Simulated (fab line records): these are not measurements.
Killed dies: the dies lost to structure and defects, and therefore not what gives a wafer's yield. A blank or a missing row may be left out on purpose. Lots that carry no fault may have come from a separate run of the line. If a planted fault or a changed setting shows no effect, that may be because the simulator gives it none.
Which of the tools did it? | flow rit_cmos | 12 lots, 36 wafers sampled, at 2 steps of a route of 202

## WHAT EACH GAUGE READ, for each wafer
RIT_PLDD_OVL_MEAS_06. Usual: PLDD_OVL 0.7 nm, standard deviation 1.4.
lot  | measured    | on         | PLDD_OVL (nm)     | flag
L602 | day 3 01:20 | overlay-02 | 1.8 2.8 2.6       |
L603 | day 3 06:43 | overlay-01 | 0.7 0.5 2.1       |
L604 | day 3 14:19 | overlay-02 | -1.6 -1.0 0.8     |
L605 | day 3 18:50 | overlay-02 | 0.9 -1.6 0.4      |
L606 | day 3 23:34 | overlay-02 | 2.9 1.8 2.2       |
L607 | day 4 01:29 | overlay-01 | -0.4 0.6 2.0      |
L611 | day 4 20:13 | overlay-01 | 128.6 129.2 130.3 | OFF
L612 | day 4 21:56 | overlay-01 | 133.9 132.9 132.7 | OFF
L613 | day 5 03:11 | overlay-02 | 128.8 131.0 129.3 | OFF
L617 | day 5 22:55 | overlay-02 | 0.6 0.3 0.9       |
L621 | day 6 17:53 | overlay-01 | 3.2 1.8 2.9       |
L622 | day 6 23:40 | overlay-02 | 0.5 0.5 -0.2      |

## EACH LOT AND THE TOOL THAT RAN IT (in order: tool; ch and the chambers of the sampled wafers; start)
lot  | RIT_PLDD_EXPOSE_03
L602 | iline_stepper-02 ch 0, day 3 00:57
L603 | iline_stepper-02 ch 0, day 3 06:13
L604 | iline_stepper-01 ch 0, day 3 13:55
L605 | iline_stepper-02 ch 0, day 3 18:26
L606 | iline_stepper-02 ch 0, day 3 23:07
L607 | iline_stepper-02 ch 0, day 4 01:07
L611 | iline_stepper-01 ch 0, day 4 19:49
L612 | iline_stepper-01 ch 0, day 4 21:34
L613 | iline_stepper-01 ch 0, day 5 02:49
L617 | iline_stepper-02 ch 0, day 5 22:31
L621 | iline_stepper-02 ch 0, day 6 17:32
L622 | iline_stepper-02 ch 0, day 6 23:16
- RIT_PLDD_EXPOSE_03: exposes mask M8, target cd 40900 nm.

## AS READ BY THE TOOLS THEMSELVES (means over the sampled wafers that have a number; for cases with no such wafer, the mark the record gives instead)
RIT_PLDD_EXPOSE_03. Usual: reticle_temp_C 22.98 C, standard deviation 0.11.
lot  | tool             | reticle_temp_C (C) | flag
L602 | iline_stepper-02 | 23.00              |
L603 | iline_stepper-02 | 22.90              |
L604 | iline_stepper-01 | 22.89              |
L605 | iline_stepper-02 | 22.90              |
L606 | iline_stepper-02 | 22.90              |
L607 | iline_stepper-02 | 23.08              |
L611 | iline_stepper-01 | 22.95              |
L612 | iline_stepper-01 | 22.97              |
L613 | iline_stepper-01 | 23.06              |
L617 | iline_stepper-02 | 22.87              |
L621 | iline_stepper-02 | 22.98              |
L622 | iline_stepper-02 | 22.98              |

## THE ANSWER, worked out from the rows above alone
Rule: a lot is off if the mean of its wafers that have a number lies more than 3 standard deviations from the usual mean. Also off: a lot with no number at a reading for which 4 or more lots have one. All remaining lots with rows at the step are treated as sound. First the gauges in route order, then the tools' own readings, where a lot's mean is used as printed above. The first step at which some lot is off is used, and at that step the reading that is off furthest; a lot without a number counts as furthest.
Off: L611, L612, L613, at RIT_PLDD_OVL_MEAS_06 (PLDD_OVL).
If a tool, at a process step before that reading, ran all the lots that are off and no sound lot after the first of them, it fits. Those tools and the gauges at RIT_PLDD_OVL_MEAS_06 are tried in the same way. One fits: iline_stepper-01 at RIT_PLDD_EXPOSE_03. Its last sound lot is L604 (day 3 13:55), its first lot that is off L611 (day 4 19:49): a fault that began between those two fits.

## WHAT THE SIMULATOR HAD PUT IN
Scanner matching overlay: iline_stepper-01, from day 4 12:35 on, at RIT_PLDD_EXPOSE_03. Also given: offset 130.
Shown lots that were struck: L611, L612, L613. The rule above reached the same finding.
